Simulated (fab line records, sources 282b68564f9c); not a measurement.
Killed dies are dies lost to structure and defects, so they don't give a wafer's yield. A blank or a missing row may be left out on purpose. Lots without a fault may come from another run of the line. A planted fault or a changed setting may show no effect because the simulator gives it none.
A struck lot beside a sound one | flow rit_cmos | 14 steps out of a route of 202
Sound: wafers L885.2, L885.5, L885.6. Struck: wafers L890.2, L890.3, L890.5. The cause comes at the end.
At each step with rows: each side's tool, then ch and its chambers, then its first start. Under that, the readings that differ: sound wafers | struck wafers | difference of the means | sigmas: that difference in standard deviations of wafers without a fault.
alike: readings whose means differ by less than 2 such deviations, and words and numbers that are the same on both sides. not compared: withheld readings, readings that some wafer has no value for, bounds like >300 that may hide the same value, and numbers for which the record gives no deviation and whose values overlap.
The two part at a step that has a row with sigmas, a row that says differs or no value, or rows on one side only. Numbers that don't overlap but have no deviation are shown without sigmas and don't part them. A reading that every wafer of one side lacks parts them only if that side has two wafers or more.

first, 1 step without rows for these wafers: RIT_GATE_CVD_08 (deposits poly-Si from SiH4, target thk 250 nm, time 2220 s).
RIT_GATE_THK_MEAS_09:
  sound on film_metro-04, day 3 07:02; struck on film_metro-02, day 4 00:04
  alike: GATE_POLY_THK
then, 6 steps without rows for these wafers: RIT_GATE_HMDS_10 (prime time 60 s); RIT_GATE_COAT_11 (resist thk 850 nm); RIT_GATE_SOFTBAKE_12 (time 60 s); RIT_GATE_EXPOSE_13 (exposes mask M6, target cd 150 nm); RIT_GATE_PEB_14; RIT_GATE_DEVELOP_15 (develop time 50 s).
RIT_GATE_CD_MEAS_16: target cd 150 nm.
  sound on cd_sem-02, day 3 07:58; struck on cd_sem-01, day 4 01:10
  alike: cd_nm
RIT_GATE_OVL_MEAS_17:
  sound on overlay-01, day 3 08:04; struck on overlay-02, day 4 01:16
  alike: GATE_OVL
then, 1 step without rows for these wafers: RIT_GATE_HARDBAKE_18 (time 60 s).
RIT_GATE_ETCH_19: etches poly-Si in SF6/CHF3/O2, stops on SiO2, time 165 s, target depth 312.5 nm.
  sound on rie_si-01 ch 2,3, day 3 08:15; struck on rie_si-01 ch 0,2, day 4 01:27
  alike: chamber_pressure_mTorr, drypump_motor_current_A, oes_product_au, throttle_valve_pct
  not compared: rf_hours_counter_h
RIT_GATE_STRIP_20: strips in O2, time 180 s.
  sound on plasma_asher-03 ch 0,1, day 3 08:22; struck on plasma_asher-01 ch 0,1, day 4 01:34
  no value came back on the struck wafers for chamber_pressure_mTorr (mTorr), drypump_motor_current_A (A), time_s (s); on the sound wafers chamber_pressure_mTorr (mTorr) reads 3999 3995 4002
  reading                                   | sound | struck          | difference | sigmas
  model.NOVOLAK_of_GATE_COAT_11.thk_nm (nm) | 0 0 0 | 674.6 678 676.6 | +676.4     |
  not compared: rf_hours_counter_h
RIT_GATE_CD_MEAS_90: target cd 150 nm.
  sound on cd_sem-02, day 3 08:33; struck on cd_sem-02, day 4 01:45
  alike: cd_nm

WHERE THEY PART
Only at RIT_GATE_STRIP_20, within this record. Later steps at which nothing parts them and some readings are alike: RIT_GATE_CD_MEAS_90.

WHY: what the simulator had put in
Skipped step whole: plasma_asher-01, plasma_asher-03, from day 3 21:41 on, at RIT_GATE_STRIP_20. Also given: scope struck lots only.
